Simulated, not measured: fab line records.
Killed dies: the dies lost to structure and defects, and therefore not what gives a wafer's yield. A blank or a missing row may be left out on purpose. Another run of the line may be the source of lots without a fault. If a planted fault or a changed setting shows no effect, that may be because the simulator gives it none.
fab line records -- flow ritCmos -- part 2 of 2: steps 39 to 44 of 44
record lots=7, wafers=21, lastDay=8
route steps=202 shown ACTIVE@11 FOX1@20 FOX2@23 NWELL@28 PWELL@39 WELLDRIVE@50 M1@202
lots untouched by any fault: they come from a run of this same line in which no faults occurred
startH: start of the lot's first displayed wafer, in hours after the record's first day -- waitH: hours elapsed since this lot's preceding step -- " the same as in the row above -- L1.1+2: one row covering several wafers at once -- - value missing, or start not given -- * or withheld: withheld -- < > ~ a bound
route shown NAME@n: a module of which the file shows steps, and the number in the route of the first -- usual: mean/standard deviation of fault-free wafers -- same: alike in all rows -- chamber/n: place in a boat -- sites: per-site readings -- _std_site: their standard deviation -- _edge_site: mean of outer sites minus mean of inner sites -- radiusMm: how far each site lies from the wafer's centre -- mask NAME#n: copy n -- behind: tool/chamber where the wafer was last shaped -- hold: why the lot was held/for how many hours/how that ended -- device: the n, p or np transistor that did not switch -- end of line: tests of these same wafers at the route's end -- a step without rows: its recipe alone -- killed: at the first sort, the dies lost to defects and structure; wafer yield is something else -- map: a wafer's dies, x killed, . not, _ none there
set.NAME: the run value of the setting; set.NAME@STEP: its run value at that earlier step -- model.NAME: the simulator's own value behind a step, which no gauge read
lots at some steps of the route; a table a step, a row a wafer
services: when a tool's chamber went out of use (startH, in hours from the record's first day, below 0 if earlier), for how many hours, and the reason
## steps
# step RIT_PWELL_TW_MEAS_10
# usual PWELL_TW=943/16
lot.wafer,tool,chamber,startH,waitH,PWELL_TW
L857.2,filmMetro-04,-,30.88,0.1,933
L857.4,filmMetro-04,-,30.88,0.1,925
L857.6,filmMetro-04,-,30.88,0.1,931
L860.1,filmMetro-02,-,45.43,0.1,949
L860.3,filmMetro-02,-,45.43,0.1,953
L860.4,filmMetro-02,-,45.43,0.1,952
L865.1,filmMetro-03,-,71.64,0.1,954
L865.4,filmMetro-03,-,71.64,0.1,951
L865.6,filmMetro-03,-,71.64,0.1,955
L868.3,filmMetro-04,-,87.70,0.1,929
L868.5,filmMetro-04,-,87.70,0.1,932
L868.6,filmMetro-04,-,87.70,0.1,933
L869.2,filmMetro-03,-,89.54,0.1,964
L869.4,filmMetro-03,-,89.54,0.1,962
L869.6,filmMetro-03,-,89.54,0.1,964
L871.1,filmMetro-02,-,103.27,0.1,966
L871.3,filmMetro-02,-,103.27,0.1,962
L871.6,filmMetro-02,-,103.27,0.1,966
L879.1,filmMetro-03,-,150.85,0.1,961
L879.2,filmMetro-03,-,150.85,0.1,960
L879.6,filmMetro-03,-,150.85,0.1,961
# step RIT_WELLDRIVE_ANNEAL_00
# recipe tempC=1100, timeS=14700, ambient=N2
# step RIT_WELLDRIVE_RS_MEAS_01
# recipe thkMeasGauge=four-point-probe
# usual NWELL_RS=275.2/0.69
lot.wafer,tool,chamber,startH,waitH,NWELL_RS[ohm/sq]
L857.2,filmMetro-04,-,36.21,0.2,275.5
L857.4,filmMetro-04,-,36.21,0.2,275.3
L857.6,filmMetro-04,-,36.21,0.2,274.7
L860.1,filmMetro-04,-,51.04,0.0,274.2
L860.3,filmMetro-04,-,51.04,0.0,274.3
L860.4,filmMetro-04,-,51.04,0.0,275.3
L865.1,filmMetro-02,-,78.55,0.0,275.5
L865.4,filmMetro-02,-,78.55,0.0,275.7
L865.6,filmMetro-02,-,78.55,0.0,275.7
L868.3,filmMetro-04,-,92.86,0.0,275.8
L868.5,filmMetro-04,-,92.86,0.0,275.3
L868.6,filmMetro-04,-,92.86,0.0,276.5
L869.2,filmMetro-04,-,97.71,0.0,274.4
L869.4,filmMetro-04,-,97.71,0.0,275.0
L869.6,filmMetro-04,-,97.71,0.0,274.5
L871.1,filmMetro-04,-,110.16,0.0,274.8
L871.3,filmMetro-04,-,110.16,0.0,275.1
L871.6,filmMetro-04,-,110.16,0.0,275.3
L879.1,filmMetro-03,-,157.93,0.0,274.7
L879.2,filmMetro-03,-,157.93,0.0,274.7
L879.6,filmMetro-03,-,157.93,0.0,275.3
# step RIT_WELLDRIVE_RS_MEAS_02
# recipe thkMeasGauge=four-point-probe
# usual PWELL_RS=428.9/1.2
lot.wafer,tool,chamber,startH,waitH,PWELL_RS[ohm/sq]
L857.2,filmMetro-04,-,36.33,0.1,428.0
L857.4,filmMetro-04,-,36.33,0.1,427.5
L857.6,filmMetro-04,-,36.33,0.1,427.2
L860.1,filmMetro-04,-,51.16,0.1,426.1
L860.3,filmMetro-04,-,51.16,0.1,426.9
L860.4,filmMetro-04,-,51.16,0.1,427.7
L865.1,filmMetro-02,-,78.67,0.1,429.5
L865.4,filmMetro-02,-,78.67,0.1,429.6
L865.6,filmMetro-02,-,78.67,0.1,429.2
L868.3,filmMetro-04,-,92.98,0.1,429.0
L868.5,filmMetro-04,-,92.98,0.1,428.8
L868.6,filmMetro-04,-,92.98,0.1,428.7
L869.2,filmMetro-04,-,97.83,0.1,429.9
L869.4,filmMetro-04,-,97.83,0.1,430.4
L869.6,filmMetro-04,-,97.83,0.1,429.3
L871.1,filmMetro-04,-,110.28,0.1,428.8
L871.3,filmMetro-04,-,110.28,0.1,428.6
L871.6,filmMetro-04,-,110.28,0.1,429.0
L879.1,filmMetro-03,-,158.05,0.1,430.1
L879.2,filmMetro-03,-,158.05,0.1,430.7
L879.6,filmMetro-03,-,158.05,0.1,431.3
# step RIT_FOX2_THK_MEAS_91
# recipe reads=SiO2_of_FOX2_OXIDATION_00
# usual FIELD_OXIDE_LEFT_2_THK=256/4.9
lot.wafer,tool,chamber,startH,waitH,FIELD_OXIDE_LEFT_2_THK[nm]
L857.2,filmMetro-01,-,40.93,0.0,432
L857.4,filmMetro-01,-,40.93,0.0,440
L857.6,filmMetro-01,-,40.93,0.0,436
L860.1,filmMetro-04,-,55.19,0.0,439
L860.3,filmMetro-04,-,55.19,0.0,442
L860.4,filmMetro-04,-,55.19,0.0,450
L865.1,filmMetro-02,-,82.60,0.0,263
L865.4,filmMetro-02,-,82.60,0.0,265
L865.6,filmMetro-02,-,82.60,0.0,266
L868.3,filmMetro-01,-,96.66,0.0,423
L868.5,filmMetro-01,-,96.66,0.0,426
L868.6,filmMetro-01,-,96.66,0.0,425
L869.2,filmMetro-01,-,101.53,0.0,252
L869.4,filmMetro-01,-,101.53,0.0,248
L869.6,filmMetro-01,-,101.53,0.0,263
L871.1,filmMetro-01,-,114.06,0.0,252
L871.3,filmMetro-01,-,114.06,0.0,259
L871.6,filmMetro-01,-,114.06,0.0,255
L879.1,filmMetro-04,-,162.46,0.0,245
L879.2,filmMetro-04,-,162.46,0.0,252
L879.6,filmMetro-04,-,162.46,0.0,250
# step RIT_M1_PROBE_99
# usual killed_at_M0_to_M3=0.0/0.083, killedAtContacts=0.1/0.24, killedAtFrontEnd=7/3.1, killedDies=7/3.1, killedOpen=3.3/1.9, killedShort=3.9/2.1
# same grossDies=264, killed_at_M4_up=0, killedAtBackSide=0, killedAtOther=0
lot.wafer,tool,chamber,startH,waitH,killed_at_M0_to_M3,killedAtContacts,killedAtFrontEnd,killedDies,killedOpen,killedShort
L857.2,prober-02,-,69.69,0.1,0,0,1,1,1,0
L857.4,prober-02,-,69.79,0.2,0,0,3,3,2,1
L857.6,prober-02,-,69.89,0.2,0,0,4,4,2,2
L860.1,prober-01,-,85.39,0.1,0,0,4,4,2,2
L860.3,prober-01,-,85.49,0.2,0,0,1,1,0,1
L860.4,prober-01,-,85.54,0.2,0,0,10,10,2,8
L865.1,prober-02,-,110.97,0.1,0,0,6,6,4,2
L865.4,prober-02,-,111.12,0.2,0,0,3,3,0,3
L865.6,prober-02,-,111.22,0.2,1,0,7,8,3,5
L868.3,prober-01,-,122.51,0.2,0,0,2,2,1,1
L868.5,prober-01,-,122.61,0.2,0,0,6,6,5,1
L868.6,prober-01,-,122.66,0.2,0,0,8,8,0,8
L869.2,prober-02,-,128.97,0.1,0,0,6,6,4,2
L869.4,prober-02,-,129.07,0.2,0,0,7,7,6,1
L869.6,prober-02,-,129.17,0.2,0,0,6,6,3,3
L871.1,prober-01,-,143.71,0.1,0,0,7,7,5,2
L871.3,prober-01,-,143.81,0.2,0,0,7,7,3,4
L871.6,prober-01,-,143.96,0.2,0,0,9,9,5,4
L879.1,prober-01,-,195.80,0.1,0,1,10,11,3,8
L879.2,prober-01,-,195.85,0.1,0,0,8,8,4,4
L879.6,prober-01,-,196.05,0.2,0,0,13,13,7,6
# killed by level:class
L857.2 SPACER:geometricParticle:open=1
L857.4 GATE:geometricParticle:open=1 GATE:geometricParticle:short=1 SPACER:geometricParticle:open=1
L857.6 REOX:geometricParticle:open=1 SPACER:geometricParticle:short=1 SILICIDE:geometricParticle:short=1 SILICIDE:geometricParticle:open=1
L860.1 GATE:geometricParticle:short=1 GATE:geometricParticle:open=1 SILICIDE:geometricParticle:short=1 SILICIDE:geometricParticle:open=1
L860.3 GATE:geometricParticle:short=1
L860.4 GATE:geometricParticle:short=5 FOX2:geometricParticle:short=1 FOX2:geometricParticle:open=1 GATE:geometricParticle:open=1 REOX:geometricParticle:short=1 SPACER:geometricParticle:short=1
L865.1 FOX1:geometricParticle:open=2 GATE:geometricParticle:short=2 GATE:geometricParticle:open=1 SPACER:geometricParticle:open=1
L865.4 SILICIDE:geometricParticle:short=2 GATE:geometricParticle:short=1
L865.6 GATE:geometricParticle:short=2 SILICIDE:geometricParticle:open=2 FOX1:geometricParticle:open=1 FOX2:geometricParticle:short=1 SILICIDE:geometricParticle:short=1 M1:geometricParticle:short=1
L868.3 GATE:geometricParticle:open=1 SPACER:geometricParticle:short=1
L868.5 REOX:geometricParticle:open=4 GATE:geometricParticle:open=1 REOX:geometricParticle:short=1
L868.6 FOX1:geometricParticle:short=4 SPACER:geometricParticle:short=2 REOX:geometricParticle:short=1 SILICIDE:geometricParticle:short=1
L869.2 GATE:geometricParticle:open=3 FOX1:geometricParticle:open=1 GATE:geometricParticle:short=1 SPACER:geometricParticle:short=1
L869.4 FOX1:geometricParticle:open=3 FOX1:geometricParticle:short=1 GATE:geometricParticle:open=1 SPACER:geometricParticle:open=1 SILICIDE:geometricParticle:open=1
L869.6 GATE:geometricParticle:open=2 GATE:geometricParticle:short=2 FOX1:geometricParticle:open=1 SPACER:geometricParticle:short=1
L871.1 REOX:geometricParticle:open=3 GATE:geometricParticle:open=2 GATE:geometricParticle:short=1 SPACER:geometricParticle:short=1
L871.3 SPACER:geometricParticle:short=2 FOX1:geometricParticle:open=1 GATE:geometricParticle:short=1 GATE:geometricParticle:open=1 REOX:geometricParticle:open=1 SILICIDE:geometricParticle:short=1
L871.6 GATE:geometricParticle:open=2 REOX:geometricParticle:open=2 REOX:geometricParticle:short=2 FOX1:geometricParticle:short=1 FOX2:geometricParticle:open=1 SPACER:geometricParticle:short=1
L879.1 GATE:geometricParticle:short=5 GATE:geometricParticle:open=2 FOX2:geometricParticle:short=1 SPACER:geometricParticle:short=1 SILICIDE:geometricParticle:short=1 CONTACT:geometricParticle:open=1
L879.2 GATE:geometricParticle:open=3 GATE:geometricParticle:short=2 FOX1:geometricParticle:short=1 SPACER:geometricParticle:open=1 SPACER:geometricParticle:short=1
L879.6 GATE:geometricParticle:open=7 FOX1:geometricParticle:short=3 GATE:geometricParticle:short=2 FOX2:geometricParticle:short=1
## services
tool,chamber,startH,hours,kind
rieDiel-01,2,-1.86,5.7,repair
rieDiel-01,-,2.34,2.8,pm
plasmaAsher-03,-,27.16,14.6,pm
plasmaAsher-04,-,35.24,10.0,pm
furnace-03,-,43.47,3.1,pm
plasmaAsher-02,-,44.58,1.2,repair
wetBench-01,-,46.24,33.6,pm
plasmaAsher-04,-,47.58,3.2,repair
rieDiel-03,3,58.70,7.6,repair
rieDiel-03,-,62.19,4.3,pm
rieDiel-03,1,81.59,80.9,repair
plasmaAsher-02,-,92.16,14.6,pm
rieDiel-04,2,107.10,10.3,repair
wetBench-01,-,108.21,1.2,repair
plasmaAsher-01,-,108.75,9.0,pm
plasmaAsher-01,0,108.75,9.0,ventCycle
plasmaAsher-01,1,108.75,9.0,ventCycle
furnace-04,-,108.93,75.3,pm
plasmaAsher-03,-,112.93,2.7,repair
rieDiel-03,0,113.14,5.3,repair
plasmaAsher-04,-,116.94,2.9,repair
furnace-01,-,126.73,3.7,pm
furnace-03,-,137.66,2.1,repair
rieDiel-03,2,139.80,4.2,repair
## key
firstSign step=RIT_FOX2_OXIDATION_00, reading=visit, direction=added
effect step=RIT_FOX2_THK_MEAS_01, reading=FOX2_OXIDE_THK, direction=up, sigmas=36, usual=351, struck=530
effect step=RIT_FOX2_THK_MEAS_90, reading=FIELD_OXIDE_LEFT_1_THK, direction=up, sigmas=36, usual=324, struck=503
effect step=RIT_FOX2_THK_MEAS_91, reading=FIELD_OXIDE_LEFT_2_THK, direction=up, sigmas=36, usual=256, struck=435
modelEffect step=RIT_FOX2_CLEAN_02, value=SiO2_of_FOX2_OXIDATION_00.thkNm, without=335.2, struck=513.3
modelEffect step=RIT_FOX2_WET_ETCH_03, value=SiO2_of_FOX2_OXIDATION_00.thkNm, without=324.7, struck=502.7
metAt RIT_FOX2_OXIDATION_00
struckWafers L857.2,L857.4,L857.6,L860.1,L860.3,L860.4,L868.3,L868.5,L868.6
testerLeftOut L857,L860,L868
fault kind=repeatedStepWhole, tool=furnace-01,furnace-03,furnace-04, chamber=-, onsetH=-, steps=RIT_FOX2_OXIDATION_00, times=1, scope=struckLotsOnly
# testerLeftOut: of these lots the tester's yield and bins aren't shown, on N5 and GAA mostly nor the transistor test; their killed dies are dies lost to structure and defects alone, not to doping, threshold or leakage, so they don't give the yield
